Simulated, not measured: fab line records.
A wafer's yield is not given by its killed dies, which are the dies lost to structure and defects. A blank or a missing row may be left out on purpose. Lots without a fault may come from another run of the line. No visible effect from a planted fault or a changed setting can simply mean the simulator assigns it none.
Which tool is to blame?    flow rit cmos    18 wafers sampled from 6 lots at 1 step of a route of 202

## WHAT THE GAUGES SHOWED, per wafer
RIT_NWELL_TW_MEAS_10.
lot   measured     on             NWELL_TW
L142  day 2 07:29  film metro-02  2132 2143 2144
L151  day 4 00:07  film metro-04  2119 2132 2127
L154  day 4 15:48  film metro-02  2132 2141 2150
L160  day 5 22:51  film metro-04  2112 2108 2106
L162  day 6 11:31  film metro-02  2166 2160 2146
L164  day 7 00:13  film metro-03  2152 2151 2165

## WHICH TOOL RAN EACH LOT (tool, then ch and the chambers of the sampled wafers, then the start)
Before these readings, the record contains no process step.

## THE ANSWER, worked out from the rows above alone
Rule: usual is defined by the lots themselves. The widest of any qualifying gaps counts: lots, ordered by their means at a reading, are off when they make up no more than a third of the lots, leave a main group of 4 or more, and stand apart from it by 3 or more times the standard deviation of that group's means. Not used: any main group whose means are identical at the precision the tables above print for the reading. Also off: a lot with no number at a reading for which 4 or more lots have one. The other lots that the step has rows for count as sound.
Nothing can be told from this: no lot is off at any reading shown.

## WHAT HAD BEEN PUT IN BY THE SIMULATOR
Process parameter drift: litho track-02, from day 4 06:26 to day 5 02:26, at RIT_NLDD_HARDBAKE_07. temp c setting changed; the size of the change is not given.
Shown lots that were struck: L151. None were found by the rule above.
